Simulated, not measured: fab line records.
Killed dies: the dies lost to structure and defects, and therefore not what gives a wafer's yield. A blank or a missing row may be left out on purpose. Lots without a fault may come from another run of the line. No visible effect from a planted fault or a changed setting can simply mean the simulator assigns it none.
fab line records	flow berkeleyCmos170
record: lots: 5	wafers: 23
route steps=331 shown BACKSIDE@199 NLDD@209 SILICIDE@211 CONTACT@220 M1@238 V1@264 M2@281
startH: start of the lot's first displayed wafer, in hours after the record's first day	waitH: how many hours have passed since the lot's step before this one	" unchanged from the row above	L1.1+2: a single row standing in for several wafers	- value missing, or start not given	* or withheld: withheld	< > ~ a bound
route shown NAME@n: a module of which the file shows steps, and the number in the route of the first	usual: mean/standard deviation taken from wafers without a fault	same: alike in all rows	chamber/n: place in a boat	sites: each site's reading	_std_site: standard deviation across them	_edge_site: mean of outer sites minus mean of inner sites	radiusMm: how far each site lies from the wafer's centre	mask NAME#n: copy n	behind: tool/chamber where the wafer was last shaped	hold: why the lot was held/for how many hours/how that ended	device: names the non-switching transistor (n, p or np)	end of line: tests of these same wafers at the route's end	for a step that has no rows: nothing shown but its recipe	killed: the dies lost at the first sort to structure and to defects; this is not the yield of the wafer	map: a wafer's dies, marking killed ones x, the rest . and places with no die _
set.NAME: the run value of the setting; set.NAME@STEP: its run value at that earlier step	model.NAME: the simulator's own value behind a step, which no gauge read
lots run with intentionally changed settings; tables by step, rows by wafer
== steps ==
step: UCB170_BACKSIDE_HMDS_00
recipe: primeTimeS: 60	primeTempC: 100
lot.wafer	tool	chamber	startH	waitH	set.primeTimeS
L075.1+6	lithoTrack-04	0	193.99	0.4	60
L075.2+4+5	"	0	"	"	52.82
L076.1+2+4	lithoTrack-04	0	195.34	0.5	60
L076.3+5	"	0	"	"	64.14
L079.1+3+4+5+6	lithoTrack-04	0	210.45	0.0	60
L080.1+3+4+5+6	lithoTrack-01	0	210.81	0.1	60
L084.1+2+3	lithoTrack-04	0	215.91	0.2	60
step: UCB170_BACKSIDE_COAT_01
recipe: resist: KrF	spinRpm: 1500	resistThkNm: 900
step: UCB170_BACKSIDE_SOFTBAKE_02
recipe: resist: KrF	tempC: 130	timeS: 60
step: UCB170_SDANNEAL_RS_MEAS_05
recipe: thkMeasGauge: four-point-probe
usual: NLDD_RS: 616.2/1.6
lot.wafer	tool	chamber	startH	waitH	set.doseCm2@NLDD_IMPLANT_08	NLDD_RS[ohm/sq]
L075.1	filmMetro-04	-	195.30	0.1	5.239e+13	607.2
L075.2	"	-	"	"	5e+13	616.2
L075.4	"	-	"	"	5e+13	615.5
L075.5	"	-	"	"	5.239e+13	605.4
L075.6	"	-	"	"	5.239e+13	608.1
L076.1	filmMetro-02	-	198.67	0.1	4.869e+13	622.8
L076.2	"	-	"	"	4.869e+13	622.8
L076.3	"	-	"	"	5e+13	618.3
L076.4	"	-	"	"	5e+13	616.0
L076.5	"	-	"	"	5e+13	616.1
L079.1	filmMetro-04	-	211.96	0.1	5e+13	616.6
L079.3	"	-	"	"	4.733e+13	628.8
L079.4	"	-	"	"	4.733e+13	628.0
L079.5	"	-	"	"	4.733e+13	625.2
L079.6	"	-	"	"	5e+13	616.5
L080.1	filmMetro-01	-	212.03	0.1	5e+13	615.1
L080.3	"	-	"	"	5.307e+13	603.5
L080.4	"	-	"	"	5e+13	613.8
L080.5	"	-	"	"	5.307e+13	600.9
L080.6	"	-	"	"	5.307e+13	604.1
L084.1	filmMetro-02	-	217.13	0.1	5e+13	614.6
L084.2	"	-	"	"	5e+13	615.0
L084.3	"	-	"	"	5e+13	613.9
step: UCB170_SILICIDE_SPUTTER_01
recipe: material: Ti	targetThkNm: 30	timeS: 25	powerW: 1500	chamberPressurePa: 0.5
lot.wafer	tool	chamber	startH	waitH	set.chamberPressurePa	model.Ti_of_SILICIDE_SPUTTER_01.thkNm
L075.1	pvdSputter-01	-	195.49	0.0	0.4495	30.91
L075.2	"	-	"	"	0.4495	31.17
L075.4	"	-	"	"	0.4495	30.98
L075.5	"	-	"	"	0.4495	31.04
L075.6	"	-	"	"	0.4495	30.87
L076.1	pvdSputter-03	-	198.86	0.0	0.4396	30.96
L076.2	"	-	"	"	0.4396	31.14
L076.3	"	-	"	"	0.4396	30.73
L076.4	"	-	"	"	0.4396	30.92
L076.5	"	-	"	"	0.4396	31.08
L079.1	pvdSputter-02	-	212.14	0.0	0.5675	28.89
L079.3	"	-	"	"	0.5675	28.82
L079.4	"	-	"	"	0.5675	28.85
L079.5	"	-	"	"	0.5675	28.8
L079.6	"	-	"	"	0.5675	29.04
L080.1	pvdSputter-01	-	212.22	0.0	0.5457	29.69
L080.3	"	-	"	"	0.5457	29.67
L080.4	"	-	"	"	0.5457	29.51
L080.5	"	-	"	"	0.5457	29.58
L080.6	"	-	"	"	0.5457	30.03
L084.1	pvdSputter-02	-	217.32	0.0	0.5	30.15
L084.2	"	-	"	"	0.5	30.25
L084.3	"	-	"	"	0.5	30.14
step: UCB170_SILICIDE_RS_MEAS_02
recipe: thkMeasGauge: four-point-probe	reads: Ti_of_SILICIDE_SPUTTER_01
usual: SILICIDE_TI_RS: 26.1/0.34
lot.wafer	tool	chamber	startH	waitH	set.chamberPressurePa@SILICIDE_SPUTTER_01	SILICIDE_TI_RS[ohm/sq]
L075.1	filmMetro-03	-	195.52	0.0	0.4495	25.2
L075.2	"	-	"	"	0.4495	25.0
L075.4	"	-	"	"	0.4495	25.2
L075.5	"	-	"	"	0.4495	25.1
L075.6	"	-	"	"	0.4495	25.2
L076.1	filmMetro-03	-	198.89	0.0	0.4396	25.1
L076.2	"	-	"	"	0.4396	25.0
L076.3	"	-	"	"	0.4396	25.4
L076.4	"	-	"	"	0.4396	25.1
L076.5	"	-	"	"	0.4396	25.1
L079.1	filmMetro-03	-	212.17	0.0	0.5675	27.3
L079.3	"	-	"	"	0.5675	27.3
L079.4	"	-	"	"	0.5675	27.3
L079.5	"	-	"	"	0.5675	27.4
L079.6	"	-	"	"	0.5675	27.1
L080.1	filmMetro-01	-	212.25	0.0	0.5457	26.4
L080.3	"	-	"	"	0.5457	26.5
L080.4	"	-	"	"	0.5457	26.6
L080.5	"	-	"	"	0.5457	26.5
L080.6	"	-	"	"	0.5457	26.1
L084.1	filmMetro-03	-	217.35	0.0	0.5	25.9
L084.2	"	-	"	"	0.5	25.9
L084.3	"	-	"	"	0.5	25.9
step: UCB170_SILICIDE_THK_MEAS_03
recipe: thkMeasGauge: xrf	reads: Ti_of_SILICIDE_SPUTTER_01
usual: SILICIDE_TI_THK: 29.6/0.34
lot.wafer	tool	chamber	startH	waitH	set.chamberPressurePa@SILICIDE_SPUTTER_01	SILICIDE_TI_THK[nm]
L075.1	filmMetro-03	-	195.64	0.1	0.4495	30.5
L075.2	"	-	"	"	0.4495	30.7
L075.4	"	-	"	"	0.4495	30.5
L075.5	"	-	"	"	0.4495	30.7
L075.6	"	-	"	"	0.4495	30.4
L076.1	filmMetro-03	-	199.01	0.1	0.4396	30.5
L076.2	"	-	"	"	0.4396	30.7
L076.3	"	-	"	"	0.4396	30.4
L076.4	"	-	"	"	0.4396	30.5
L076.5	"	-	"	"	0.4396	30.6
L079.1	filmMetro-03	-	212.29	0.1	0.5675	28.6
L079.3	"	-	"	"	0.5675	28.3
L079.4	"	-	"	"	0.5675	28.5
L079.5	"	-	"	"	0.5675	28.4
L079.6	"	-	"	"	0.5675	28.6
L080.1	filmMetro-01	-	212.37	0.1	0.5457	29.4
L080.3	"	-	"	"	0.5457	29.3
L080.4	"	-	"	"	0.5457	29.2
L080.5	"	-	"	"	0.5457	29.2
L080.6	"	-	"	"	0.5457	29.8
L084.1	filmMetro-03	-	217.47	0.1	0.5	29.7
L084.2	"	-	"	"	0.5	29.9
L084.3	"	-	"	"	0.5	29.7
step: UCB170_CONTACT_COAT_04
recipe: resist: KrF	spinRpm: 1500	resistThkNm: 900
lot.wafer	tool	chamber	startH	waitH	set.resistThkNm	model.KrF_of_CONTACT_COAT_04.thkNm
L075.1	lithoTrack-01	0	200.77	0.1	860.4	859.7
L075.2	"	0	"	"	860.4	859.2
L075.4	"	0	"	"	900	901.4
L075.5	"	0	"	"	860.4	861.6
L075.6	"	0	"	"	900	899.4
L076.1	lithoTrack-04	0	202.00	0.1	900	895.9
L076.2	"	0	"	"	948.7	947.5
L076.3	"	0	"	"	948.7	946.4
L076.4	"	0	"	"	900	900.2
L076.5	"	0	"	"	948.7	949.8
L079.1	lithoTrack-04	0	215.16	0.1	900	903
L079.3	"	0	"	"	900	906.4
L079.4	"	0	"	"	900	902
L079.5	"	0	"	"	857.2	860.2
L079.6	"	0	"	"	857.2	860.1
L080.1	lithoTrack-01	0	215.43	0.1	866.6	865.8
L080.3	"	0	"	"	866.6	867.4
L080.4	"	0	"	"	900	899.3
L080.5	"	0	"	"	866.6	865.4
L080.6	"	0	"	"	900	898.9
L084.1	lithoTrack-02	0	220.01	0.1	900	900.2
L084.2	"	0	"	"	900	900.5
L084.3	"	0	"	"	900	897.1
step: UCB170_CONTACT_SOFTBAKE_05
recipe: resist: KrF	tempC: 130	timeS: 60
step: UCB170_CONTACT_STRIP_06
recipe: chemistry: O2	powerW: 400	pressureMtorr: 3500	platenTempC: withheld	o2FlowSccm: 400	overashFraction: 0.5
usual: stripTimeToEndpointS: 21.96/0.056
lot.wafer	tool	chamber	startH	waitH	set.resistThkNm@CONTACT_COAT_04	stripTimeToEndpointS
L075.1	plasmaAsher-04	0	201.07	0.1	860.4	20.99
L075.2	"	1	"	"	860.4	21.00
L075.4	"	0	"	"	900	22.00
L075.5	"	1	"	"	860.4	21.03
L075.6	"	0	"	"	900	21.95
L076.1	plasmaAsher-01	1	202.30	0.1	900	21.89
L076.2	"	0	"	"	948.7	23.10
L076.3	"	1	"	"	948.7	23.08
L076.4	"	0	"	"	900	21.97
L076.5	"	1	"	"	948.7	23.16
L079.1	plasmaAsher-01	0	215.46	0.1	900	22.05
L079.3	"	0	"	"	900	22.13
L079.4	"	1	"	"	900	22.01
L079.5	"	1	"	"	857.2	21.01
L079.6	"	0	"	"	857.2	21.01
L080.1	plasmaAsher-01	0	215.73	0.1	866.6	21.15
L080.3	"	1	"	"	866.6	21.18
L080.4	"	0	"	"	900	21.96
L080.5	"	0	"	"	866.6	21.14
L080.6	"	1	"	"	900	21.92
L084.1	plasmaAsher-02	1	220.31	0.1	900	21.97
L084.2	"	0	"	"	900	21.99
L084.3	"	0	"	"	900	21.91
step: UCB170_M1_SPUTTER_00
recipe: material: Al	targetThkNm: 600	timeS: 80	powerW: 6000	chamberPressurePa: 0.5
lot.wafer	tool	chamber	startH	waitH	set.powerW	model.Al_of_M1_SPUTTER_00.thkNm
L075.1	pvdSputter-04	-	203.27	0.0	6000	604.7
L075.2	"	-	"	"	6186	637.3
L075.4	"	-	"	"	6000	599.8
L075.5	"	-	"	"	6186	618.4
L075.6	"	-	"	"	6000	612.6
L076.1	pvdSputter-01	-	204.71	0.0	6253	618.5
L076.2	"	-	"	"	6000	587.3
L076.3	"	-	"	"	6000	595.4
L076.4	"	-	"	"	6253	621.2
L076.5	"	-	"	"	6253	619
L079.1	pvdSputter-04	-	217.77	0.0	6520	653.6
L079.3	"	-	"	"	6000	601
L079.4	"	-	"	"	6000	612
L079.5	"	-	"	"	6520	661.1
L079.6	"	-	"	"	6000	602
L080.1	pvdSputter-02	-	218.09	0.0	5333	526.2
L080.3	"	-	"	"	6000	592.6
L080.4	"	-	"	"	5333	518.6
L080.5	"	-	"	"	6000	594
L080.6	"	-	"	"	5333	525.2
L084.1	pvdSputter-01	-	222.64	0.0	6000	599.3
L084.2	"	-	"	"	6000	604.8
L084.3	"	-	"	"	6000	599.9
step: UCB170_M1_RS_MEAS_01
recipe: thkMeasGauge: four-point-probe	reads: Al_of_M1_SPUTTER_00
usual: M1_AL_RS: 0.0486/0.00055
lot.wafer	tool	chamber	startH	waitH	set.powerW@M1_SPUTTER_00	M1_AL_RS[ohm/sq]
L075.1	filmMetro-04	-	203.33	0.0	6000	0.0481
L075.2	"	-	"	"	6186	0.0455
L075.4	"	-	"	"	6000	0.0485
L075.5	"	-	"	"	6186	0.0470
L075.6	"	-	"	"	6000	0.0475
L076.1	filmMetro-04	-	204.77	0.0	6253	0.0470
L076.2	"	-	"	"	6000	0.0496
L076.3	"	-	"	"	6000	0.0489
L076.4	"	-	"	"	6253	0.0469
L076.5	"	-	"	"	6253	0.0470
L079.1	filmMetro-01	-	217.83	0.0	6520	0.0445
L079.3	"	-	"	"	6000	0.0484
L079.4	"	-	"	"	6000	0.0475
L079.5	"	-	"	"	6520	0.0438
L079.6	"	-	"	"	6000	0.0483
L080.1	filmMetro-02	-	218.15	0.0	5333	0.0555
L080.3	"	-	"	"	6000	0.0491
L080.4	"	-	"	"	5333	0.0563
L080.5	"	-	"	"	6000	0.0490
L080.6	"	-	"	"	5333	0.0556
L084.1	filmMetro-02	-	222.70	0.0	6000	0.0486
L084.2	"	-	"	"	6000	0.0482
L084.3	"	-	"	"	6000	0.0486
step: UCB170_M1_THK_MEAS_02
recipe: thkMeasGauge: xrf	reads: Al_of_M1_SPUTTER_00
usual: M1_AL_THK: 607/8.1
lot.wafer	tool	chamber	startH	waitH	set.powerW@M1_SPUTTER_00	M1_AL_THK[nm]
L075.1	filmMetro-04	-	203.45	0.1	6000	617
L075.2	"	-	"	"	6186	649
L075.4	"	-	"	"	6000	613
L075.5	"	-	"	"	6186	632
L075.6	"	-	"	"	6000	624
L076.1	filmMetro-04	-	204.89	0.1	6253	634
L076.2	"	-	"	"	6000	600
L076.3	"	-	"	"	6000	612
L076.4	"	-	"	"	6253	636
L076.5	"	-	"	"	6253	630
L079.1	filmMetro-01	-	217.95	0.1	6520	666
L079.3	"	-	"	"	6000	611
L079.4	"	-	"	"	6000	621
L079.5	"	-	"	"	6520	670
L079.6	"	-	"	"	6000	612
L080.1	filmMetro-02	-	218.27	0.1	5333	528
L080.3	"	-	"	"	6000	596
L080.4	"	-	"	"	5333	521
L080.5	"	-	"	"	6000	599
L080.6	"	-	"	"	5333	530
L084.1	filmMetro-02	-	222.82	0.1	6000	604
L084.2	"	-	"	"	6000	611
L084.3	"	-	"	"	6000	603
step: UCB170_M1_METAL_ETCH_12
recipe: chemistry: Cl2/BCl3	target: Al	stopOn: PSG	pressureMtorr: 12	targetDepthA: 7800	overEtchFrac: 0.3	timeS: 130	icpW: 600	biasW: 120	Cl2_flow_sccm: 90	bcl3FlowSccm: 45
usual: oesProductAu: 0.855/0.015
lot.wafer	tool	chamber	startH	waitH	set.icpW	set.powerW@M1_SPUTTER_00	oesProductAu	model.M1.featureDepthNm	model.etch.depthNm
L075.1	rieMetal-03	1	205.54	-	600	6000	0.876	642.4	604.7
L075.2	"	0	"	"	600	6186	0.887	672.8	637.3
L075.4	"	0	"	"	600	6000	0.865	635.3	599.8
L075.5	"	0	"	"	600	6186	0.868	653.9	-
L075.6	"	1	"	"	600	6000	0.879	650.1	-
L076.1	rieMetal-02	0	207.55	-	671.2	6253	0.870	659	618.5
L076.2	"	1	"	"	600	6000	0.849	625.3	-
L076.3	"	0	"	"	671.2	6000	0.855	636	595.4
L076.4	"	1	"	"	600	6253	0.867	659.3	-
L076.5	"	1	"	"	671.2	6253	0.867	661.7	619
L079.1	rieMetal-02	1	219.37	-	600	6520	0.901	-	-
L079.3	"	0	"	"	600	6000	0.854	638	-
L079.4	"	1	"	"	600	6000	0.862	650.1	-
L079.5	"	1	"	"	600	6520	0.901	-	-
L079.6	"	0	"	"	600	6000	0.852	638.8	602
L080.1	rieMetal-03	0	219.71	-	658.7	5333	0.796	-	-
L080.3	"	0	"	"	600	6000	0.852	628.2	-
L080.4	"	1	"	"	658.7	5333	0.819	-	-
L080.5	"	1	"	"	600	6000	0.873	631.7	-
L080.6	"	0	"	"	600	5333	0.797	-	-
L084.1	rieMetal-03	0	224.08	-	600	6000	0.860	635.3	599.3
L084.2	"	1	"	"	600	6000	0.884	642.7	604.8
L084.3	"	1	"	"	600	6000	0.873	637.6	599.9
step: UCB170_V1_PEB_10
recipe: pebTempC: 130	pebTimeS: withheld	resist: KrF
lot.wafer	tool	chamber	startH	waitH	set.pebTempC
L075.1+2+4+5+6	lithoTrack-02	0	209.20	0.2	130
L076.1+2+3+4+5	lithoTrack-03	0	211.95	0.8	130
L079.1+3+5	lithoTrack-03	0	223.92	0.1	131.9
L079.4+6	"	0	"	"	130
L080.1+5+6	lithoTrack-04	0	224.19	0.1	130
L080.3+4	"	0	"	"	127.4
L084.1+2+3	lithoTrack-02	0	228.74	0.7	130
step: UCB170_V1_DEVELOP_11
recipe: developer: TMAH	developTimeS: 45	resist: KrF	devTempC: 21
step: UCB170_V1_CD_MEAS_12
recipe: targetCdNm: 700
usual: cdNm: 699.7/1.4
lot.wafer	tool	chamber	startH	waitH	set.pebTempC@V1_PEB_10	cdNm
L075.1	cdSem-02	-	209.47	-	130	699.9
L075.2	"	-	"	"	130	700.1
L075.4	"	-	"	"	130	700.6
L075.5	"	-	"	"	130	701.5
L075.6	"	-	"	"	130	699.9
L076.1	cdSem-02	-	212.22	-	130	698.6
L076.2	"	-	"	"	130	700.0
L076.3	"	-	"	"	130	700.2
L076.4	"	-	"	"	130	698.2
L076.5	"	-	"	"	130	699.4
L079.1	cdSem-02	-	224.20	-	131.9	711.5
L079.3	"	-	"	"	131.9	711.4
L079.4	"	-	"	"	130	697.6
L079.5	"	-	"	"	131.9	709.1
L079.6	"	-	"	"	130	699.6
L080.1	cdSem-01	-	224.47	-	130	697.7
L080.3	"	-	"	"	127.4	680.0
L080.4	"	-	"	"	127.4	679.8
L080.5	"	-	"	"	130	699.5
L080.6	"	-	"	"	130	699.9
L084.1	cdSem-01	-	229.10	-	130	699.3
L084.2	"	-	"	"	130	699.9
L084.3	"	-	"	"	130	700.0
step: UCB170_V1_ETCH_14
recipe: chemistry: CHF3/CF4/Ar	target: SiO2	stopOn: Al	CHF3_flow_sccm: 45	cf4FlowSccm: 15	Ar_flow_sccm: 150	pressureMtorr: 200	rfW: 700	targetDepthA: 12500	overEtchFrac: 0.25	timeS: 291
lot.wafer	tool	chamber	startH	waitH	set.timeS	set.pebTempC@V1_PEB_10	model.KrF_of_V1_COAT_07.thkNm	model.V1.cdNm
L075.1	rieDiel-02	0	209.63	0.0	291	130	611.1	698.9
L075.2	"	1	"	"	269.9	130	629.2	697.8
L075.4	"	3	"	"	269.9	130	621.8	699.6
L075.5	"	2	"	"	291	130	610.2	701.1
L075.6	"	1	"	"	291	130	608.1	698.1
L076.1	rieDiel-03	1	212.38	0.0	291	130	611.5	699.4
L076.2	"	0	"	"	326.5	130	577.6	702.5
L076.3	"	2	"	"	291	130	606.8	700
L076.4	"	1	"	"	326.5	130	571.2	700.6
L076.5	"	0	"	"	326.5	130	581.6	701.9
L079.1	rieDiel-03	1	224.35	0.0	268.4	131.9	631.3	711.4
L079.3	"	0	"	"	291	131.9	611.2	712
L079.4	"	0	"	"	268.4	130	634.2	697.9
L079.5	"	1	"	"	291	131.9	611.2	709.5
L079.6	"	2	"	"	268.4	130	629.8	699.4
L080.1	rieDiel-02	0	224.62	0.0	291	130	612.1	696.3
L080.3	"	3	"	"	279.3	127.4	621.3	678.4
L080.4	"	1	"	"	279.3	127.4	621.4	678.2
L080.5	"	1	"	"	279.3	130	624.9	697.3
L080.6	"	2	"	"	291	130	611.3	699.6
L084.1	rieDiel-02	1	229.25	0.0	291	130	618.5	697.8
L084.2	"	3	"	"	291	130	613.6	699.6
L084.3	"	0	"	"	291	130	617	699
step: UCB170_V1_STRIP_15
recipe: chemistry: O2	powerW: 400	pressureMtorr: 3500	platenTempC: withheld	o2FlowSccm: 400	overashFraction: 0.5
usual: stripTimeToEndpointS: 15.32/0.1
lot.wafer	tool	chamber	startH	waitH	set.timeS@V1_ETCH_14	stripTimeToEndpointS
L075.1	plasmaAsher-02	1	209.81	0.1	291	15.33
L075.2	"	0	"	"	269.9	15.77
L075.4	"	0	"	"	269.9	15.57
L075.5	"	0	"	"	291	15.32
L075.6	"	1	"	"	291	15.25
L076.1	plasmaAsher-02	0	212.55	0.1	291	15.36
L076.2	"	1	"	"	326.5	14.53
L076.3	"	1	"	"	291	15.23
L076.4	"	0	"	"	326.5	14.40
L076.5	"	0	"	"	326.5	14.65
L079.1	plasmaAsher-01	1	224.53	0.1	268.4	15.81
L079.3	"	1	"	"	291	15.34
L079.4	"	0	"	"	268.4	15.88
L079.5	"	0	"	"	291	15.34
L079.6	"	1	"	"	268.4	15.78
L080.1	plasmaAsher-02	0	224.80	0.1	291	15.35
L080.3	"	1	"	"	279.3	15.58
L080.4	"	0	"	"	279.3	15.57
L080.5	"	1	"	"	279.3	15.65
L080.6	"	0	"	"	291	15.34
L084.1	plasmaAsher-01	0	229.43	0.1	291	15.49
L084.2	"	1	"	"	291	15.41
L084.3	"	0	"	"	291	15.47
step: UCB170_V1_CD_MEAS_90
recipe: targetCdNm: 700
usual: cdNm: 699.4/1.5
lot.wafer	tool	chamber	startH	waitH	set.pebTempC@V1_PEB_10	cdNm
L075.1	cdSem-02	-	209.91	0.1	130	699.1
L075.2	"	-	"	"	130	697.8
L075.4	"	-	"	"	130	699.3
L075.5	"	-	"	"	130	701.4
L075.6	"	-	"	"	130	697.9
L076.1	cdSem-01	-	212.65	0.1	130	699.3
L076.2	"	-	"	"	130	702.0
L076.3	"	-	"	"	130	700.1
L076.4	"	-	"	"	130	700.7
L076.5	"	-	"	"	130	701.9
L079.1	cdSem-02	-	224.63	0.1	131.9	711.4
L079.3	"	-	"	"	131.9	711.9
L079.4	"	-	"	"	130	698.1
L079.5	"	-	"	"	131.9	709.9
L079.6	"	-	"	"	130	699.5
L080.1	cdSem-01	-	224.90	0.1	130	696.2
L080.3	"	-	"	"	127.4	678.6
L080.4	"	-	"	"	127.4	678.0
L080.5	"	-	"	"	130	697.6
L080.6	"	-	"	"	130	699.5
L084.1	cdSem-02	-	229.53	0.1	130	697.6
L084.2	"	-	"	"	130	699.8
L084.3	"	-	"	"	130	698.5
step: UCB170_M2_COAT_10
recipe: resist: KrF	spinRpm: 1500	resistThkNm: 900
lot.wafer	tool	chamber	startH	waitH	set.spinRpm	model.KrF_of_M2_COAT_10.thkNm
L075.1	lithoTrack-04	0	-	-	1421	926
L075.2	"	0	"	"	1421	931.4
L075.4	"	0	"	"	1500	903.4
L075.5	"	0	"	"	1500	902.8
L075.6	"	0	"	"	1421	925.7
L076.1	lithoTrack-04	0	-	-	1500	898.8
L076.2	"	0	"	"	1500	898.5
L076.3	"	0	"	"	1410	926.8
L076.4	"	0	"	"	1500	897.7
L076.5	"	0	"	"	1410	924.6
L079.1	lithoTrack-04	0	-	-	1500	903.4
L079.3	"	0	"	"	1500	904.7
L079.4	"	0	"	"	1500	900.2
L079.5	"	0	"	"	1500	902
L079.6	"	0	"	"	1500	899.8
L080.1	lithoTrack-04	0	-	-	1468	909.3
L080.3	"	0	"	"	1468	906.7
L080.4	"	0	"	"	1500	899.4
L080.5	"	0	"	"	1500	902.6
L080.6	"	0	"	"	1468	906.5
L084.1	lithoTrack-03	0	-	-	1500	899.7
L084.2	"	0	"	"	1500	902.4
L084.3	"	0	"	"	1500	899.9
== key ==
split: step: UCB170_BACKSIDE_HMDS_00	setting: primeTimeS	stated: 60	by: wafer
response none clear
split: step: UCB170_SILICIDE_SPUTTER_01	setting: chamberPressurePa	stated: 0.5	by: lot
response: step: UCB170_SILICIDE_SPUTTER_01	reading: model.Ti_of_SILICIDE_SPUTTER_01.thkNm	change: -0.0772	per: 1%	r: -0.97
response: step: UCB170_SILICIDE_RS_MEAS_02	reading: SILICIDE_TI_RS	change: +0.0786	per: 1%	r: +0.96
response: step: UCB170_SILICIDE_THK_MEAS_03	reading: SILICIDE_TI_THK	change: -0.0748	per: 1%	r: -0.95
split: step: UCB170_CONTACT_COAT_04	setting: resistThkNm	stated: 900	by: wafer
response: step: UCB170_CONTACT_COAT_04	reading: model.KrF_of_CONTACT_COAT_04.thkNm	change: +9.13	per: 1%	r: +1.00
response: step: UCB170_CONTACT_STRIP_06	reading: stripTimeToEndpointS	change: *	per: 1%	r: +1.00
split: step: UCB170_M1_SPUTTER_00	setting: powerW	stated: 6000	by: wafer
response: step: UCB170_M1_SPUTTER_00	reading: model.Al_of_M1_SPUTTER_00.thkNm	change: +6.28	per: 1%	r: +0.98
response: step: UCB170_M1_RS_MEAS_01	reading: M1_AL_RS	change: -0.000548	per: 1%	r: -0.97
response: step: UCB170_M1_THK_MEAS_02	reading: M1_AL_THK	change: +6.36	per: 1%	r: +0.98
response: step: UCB170_M1_METAL_ETCH_12	reading: oesProductAu	change: +0.00494	per: 1%	r: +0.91
response: step: UCB170_M1_METAL_ETCH_12	reading: model.M1.featureDepthNm	change: +6.87	per: 1%	r: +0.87
response: step: UCB170_M1_METAL_ETCH_12	reading: model.etch.depthNm	change: +7.56	per: 1%	r: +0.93
split: step: UCB170_M1_METAL_ETCH_12	setting: icpW	stated: 600	by: wafer
response none clear
split: step: UCB170_V1_PEB_10	setting: pebTempC	stated: 130	by: wafer
response: step: UCB170_V1_CD_MEAS_12	reading: cdNm	change: +9.11	per: 1%	r: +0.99
response: step: UCB170_V1_ETCH_14	reading: model.V1.cdNm	change: +9.28	per: 1%	r: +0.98
response: step: UCB170_V1_CD_MEAS_90	reading: cdNm	change: +9.27	per: 1%	r: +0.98
split: step: UCB170_V1_ETCH_14	setting: timeS	stated: 291	by: wafer
response: step: UCB170_V1_ETCH_14	reading: model.KrF_of_V1_COAT_07.thkNm	change: -2.56	per: 1%	r: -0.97
response: step: UCB170_V1_STRIP_15	reading: stripTimeToEndpointS	change: *	per: 1%	r: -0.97
split: step: UCB170_M2_COAT_10	setting: spinRpm	stated: 1500	by: wafer
response: step: UCB170_M2_COAT_10	reading: model.KrF_of_M2_COAT_10.thkNm	change: -4.51	per: 1%	r: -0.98
split outsideThisFile step=UCB170_NLDD_IMPLANT_08 setting=doseCm2
split outsideThisFile: this setting was split too, and the file shows its column; the key of that split is in another file
